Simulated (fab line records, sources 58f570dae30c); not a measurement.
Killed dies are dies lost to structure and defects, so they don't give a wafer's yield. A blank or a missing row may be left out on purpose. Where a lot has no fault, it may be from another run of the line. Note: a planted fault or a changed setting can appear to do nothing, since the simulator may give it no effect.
A lot that was struck, set against a sound lot -- flow berkeleyCmos170 -- 26 steps out of a route of 331
Sound: these wafers, L592.1, L592.4, L592.5. Struck: wafer L583.2 (L583.3, L583.6, from the same lot, were not struck and are left out); the cause is given at the end.
For every step that has rows: the tool of each side, followed by ch and its chambers, followed by its first start. Under that, the readings that differ: sound wafers -- struck wafers -- difference of the means -- sigmas: that difference in standard deviations of wafers without a fault.
alike: words and numbers the same on both sides, and readings whose means are apart by under 2 such deviations; not compared: readings that were withheld, readings missing a value for some wafer, numbers with overlapping values and no deviation given by the record, and bounds like >300 which may hide the same value.
Wherever a step has rows on one side only, a row that says differs or no value, or a row with sigmas, the two part there. Numbers that have no deviation but don't overlap get no sigmas and don't part them. A reading that every wafer of one side lacks parts them only if that side has two wafers or more.

first, 4 steps without rows for these wafers: UCB170_M2_SOFTBAKE_11 (time 60 s); UCB170_M2_EXPOSE_12 (exposes mask METAL2, target cd 700 nm); UCB170_M2_PEB_13; UCB170_M2_DEVELOP_14 (develop time 45 s).
UCB170_M2_CD_MEAS_15: the cd target is 700 nm.
  sound on cdSem-01 at day 10 18:05; struck on cdSem-01 at day 8 09:05
  alike: cdNm
UCB170_M2_OVL_MEAS_16:
  sound on overlay-02 at day 10 18:13; struck on overlay-01 at day 8 09:11
  alike: M2_OVL
UCB170_M2_ETCH_17: etches BARC in N2/H2.
  sound on rieDiel-01 ch 0,2,3, day 10 18:14; struck on rieDiel-01 ch 1, day 8 09:13
  alike: drypumpMotorCurrentA, oesProductAu, throttleValvePct
UCB170_M2_METAL_ETCH_18: etches Al in Cl2/BCl3, stops on SiO2, target depth 1170 nm, time 195 s.
  sound on rieMetal-02 ch 0,1, day 10 18:17; struck on rieMetal-01 ch 0, day 8 09:15
  alike: drypumpMotorCurrentA, heBacksideLeakSccm, oesProductAu, throttleValvePct
  not compared: rfHoursCounterH
UCB170_M2_STRIP_19: strips in O2.
  sound on plasmaAsher-04 ch 0,1, day 10 18:28; struck on plasmaAsher-03 ch 0, day 8 09:26
  alike: drypumpMotorCurrentA, oesProductAu
  not compared: rfHoursCounterH
UCB170_M2_CD_MEAS_90: the cd target is 700 nm.
  sound on cdSem-02 at day 10 18:34; struck on cdSem-01 at day 8 09:34
  alike: cdNm
UCB170_V2_CVD_00: deposits SiO2 from TEOS/O2, target thk 2000 nm, time 250 s.
  sound on pecvd-03 ch 0,1,2, day 10 18:41; struck on pecvd-04 ch 2, day 8 09:40
  alike: heaterPowerW
UCB170_V2_THK_MEAS_01:
  sound on filmMetro-02 at day 10 18:51; struck on filmMetro-04 at day 8 09:50
  alike: V2_TEOS_THK
UCB170_V2_CMP_02: polishes SiO2.
  sound on cmp-01 ch 1,3, day 10 19:14; struck on cmp-02 ch 0, day 8 09:53
reading,sound,struck,difference,sigmas
model.SiO2_of_V2_CVD_00.thkNm (nm),999.2 998.9 998.6,1352,+353,
  alike: motorCurrentA
UCB170_V2_BOW_MEAS_03:
  sound on filmMetro-03 at day 10 19:32; struck on filmMetro-04 at day 8 10:12
  alike: V2_BOW
UCB170_V2_THK_MEAS_04:
  sound on filmMetro-03 at day 10 19:40; struck on filmMetro-04 at day 8 10:19
reading,sound,struck,difference,sigmas
V2_POLISHED_THK (nm),999.3 999.4 997.7,1352.4,+353.6,+99 or more
then, 7 steps without rows for these wafers: UCB170_V2_CLEAN_05 (cleans in DIW); UCB170_V2_HMDS_06 (prime time 60 s); UCB170_V2_COAT_07 (resist thk 900 nm); UCB170_V2_SOFTBAKE_08 (time 60 s); UCB170_V2_EXPOSE_09 (exposes mask VIA2, target cd 700 nm); UCB170_V2_PEB_10; UCB170_V2_DEVELOP_11 (develop time 45 s).
UCB170_V2_CD_MEAS_12: the cd target is 700 nm.
  sound on cdSem-02 at day 11 00:10; struck on cdSem-01 at day 8 11:45
reading,sound,struck,difference,sigmas
cdNm (nm),697.9 700.3 698.2,702.9,+4.1,+3
UCB170_V2_OVL_MEAS_13:
  sound on overlay-02 at day 11 00:17; struck on overlay-01 at day 8 11:52
reading,sound,struck,difference,sigmas
V2_OVL (nm),-8 2 1,10,+12,+2
UCB170_V2_ETCH_14: etches SiO2 in CHF3/CF4/Ar, stops on Al, target depth 1250 nm, time 291 s.
  sound on rieDiel-02 ch 0,1,3, day 11 00:20; struck on rieDiel-02 ch 0, day 8 11:53
reading,sound,struck,difference,sigmas
oesProductAu (a.u.),0.876 0.875 0.855,1.003,+0.134,+11
model.V2.featureDepthNm (nm),999.2 999.1 998.6,1236,+237,
model.etch.depthNm (nm),999.2 998.9 998.6,1236,+237,
  alike: drypumpMotorCurrentA, throttleValvePct
  not compared: rfHoursCounterH
UCB170_V2_STRIP_15: strips in O2.
  sound on plasmaAsher-04 ch 0, day 11 00:30; struck on plasmaAsher-04 ch 1, day 8 12:04
  alike: drypumpMotorCurrentA, oesProductAu, stripTimeToEndpointS
  not compared: rfHoursCounterH

== WHERE THEY PART ==
Earliest at UCB170_V2_THK_MEAS_04; latest, in this record, at UCB170_V2_ETCH_14. Later steps at which nothing parts them and some readings are alike: UCB170_V2_STRIP_15.

WHY: the cause the simulator had injected
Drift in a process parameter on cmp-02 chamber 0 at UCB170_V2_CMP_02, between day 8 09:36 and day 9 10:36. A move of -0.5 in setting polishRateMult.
